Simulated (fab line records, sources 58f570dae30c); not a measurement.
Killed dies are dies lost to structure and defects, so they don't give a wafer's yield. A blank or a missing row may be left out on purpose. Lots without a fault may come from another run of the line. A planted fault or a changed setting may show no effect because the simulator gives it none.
Split-lot experiment | flow berkeley_cmos170 | 5 lots, 23 wafers read, on a route of 331 steps

THE SPLIT
At UCB170_NWELL_CVD_04 (deposits Si3N4 from SiH2Cl2/NH3, target thk 224 nm, time 3360 s), the setting time_s was moved away from the recipe's 3360 s on 15 of the 23 wafers read, by -15.0% to +9.4%. The other wafers ran this setting at the recipe's value.

FROM THE SPLIT TO THE READING: what the file shows between them, 1 step
- UCB170_NWELL_THK_MEAS_05

THE READING
oes_product_au, in a.u., at UCB170_NWELL_ETCH_13 (etches Si3N4 in CH3F/Ar/O2, stops on SiO2, target depth 246.4 nm, time 154 s). Fault-free wafers of this fab line usually give 0.944 a.u., standard deviation 0.011 a.u..

wafer  | tool, chamber at the split | time_s as run, s | against the recipe | oes_product_au, a.u. | against lot-mates on the recipe
L074.1 | -, -                       | 3676             | +9.4%              | 0.966                | no lot-mate on the recipe
L074.2 | -, -                       | 3676             | +9.4%              | 0.995                | no lot-mate on the recipe
L074.4 | -, -                       | 3676             | +9.4%              | 1.001                | no lot-mate on the recipe
L074.5 | -, -                       | 3676             | +9.4%              | 0.970                | no lot-mate on the recipe
L074.6 | -, -                       | 3676             | +9.4%              | 0.997                | no lot-mate on the recipe
L075.1 | -, -                       | 3168             | -5.7%              | 0.902                | no lot-mate on the recipe
L075.2 | -, -                       | 3168             | -5.7%              | 0.901                | no lot-mate on the recipe
L075.4 | -, -                       | 3168             | -5.7%              | 0.913                | no lot-mate on the recipe
L075.5 | -, -                       | 3168             | -5.7%              | 0.901                | no lot-mate on the recipe
L075.6 | -, -                       | 3168             | -5.7%              | 0.911                | no lot-mate on the recipe
L077.1 | -, -                       | 2857             | -15.0%             | 0.861                | no lot-mate on the recipe
L077.2 | -, -                       | 2857             | -15.0%             | 0.869                | no lot-mate on the recipe
L077.3 | -, -                       | 2857             | -15.0%             | 0.842                | no lot-mate on the recipe
L077.4 | -, -                       | 2857             | -15.0%             | 0.872                | no lot-mate on the recipe
L077.5 | -, -                       | 2857             | -15.0%             | 0.838                | no lot-mate on the recipe
L078.1 | lpcvd-01, 0                | 3360             | recipe             | 0.949                | -
L078.3 | lpcvd-01, 0                | 3360             | recipe             | 0.942                | -
L078.6 | lpcvd-01, 0                | 3360             | recipe             | 0.944                | -
L079.2 | -, -                       | 3360             | recipe             | 0.943                | -
L079.3 | -, -                       | 3360             | recipe             | 0.951                | -
L079.4 | -, -                       | 3360             | recipe             | 0.954                | -
L079.5 | -, -                       | 3360             | recipe             | 0.938                | -
L079.6 | -, -                       | 3360             | recipe             | 0.943                | -

THE FIT
A straight line over all 23 wafers: oes_product_au changes by +0.00543 a.u. for each +1% of time_s; r = +0.97; the points scatter about the line by 0.012 a.u..
Too few moved wafers have a lot-mate on the recipe to fit a line with each lot's own level taken away.

THE WHOLE CHAIN: every reading that the file lists as answering this split, in the file's order
step                     | what it does                                                                 | reading                                                                       | change (the file's fit)                   | r (the file's)
UCB170_NWELL_CVD_04      | deposits Si3N4 from SiH2Cl2/NH3, target thk 224 nm, time 3360 s              | Si3N4_of_NWELL_CVD_04.thk_nm (the simulator's own value, which no gauge read) | +2.18 nm for each +1% of the setting      | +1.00
UCB170_NWELL_THK_MEAS_05 |                                                                              | NWELL_NITRIDE_THK                                                             | +2.18 for each +1% of the setting         | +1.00
UCB170_NWELL_ETCH_13     | etches Si3N4 in CH3F/Ar/O2, stops on SiO2, target depth 246.4 nm, time 154 s | oes_product_au                                                                | +0.00544 a.u. for each +1% of the setting | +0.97
UCB170_NWELL_ETCH_13     | etches Si3N4 in CH3F/Ar/O2, stops on SiO2, target depth 246.4 nm, time 154 s | etch.depth_nm (the simulator's own value, which no gauge read)                | +1.98 nm for each +1% of the setting      | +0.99

THE FILE'S OWN FIT
oes_product_au changes by +0.00544 a.u. for each +1% of time_s, r = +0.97.
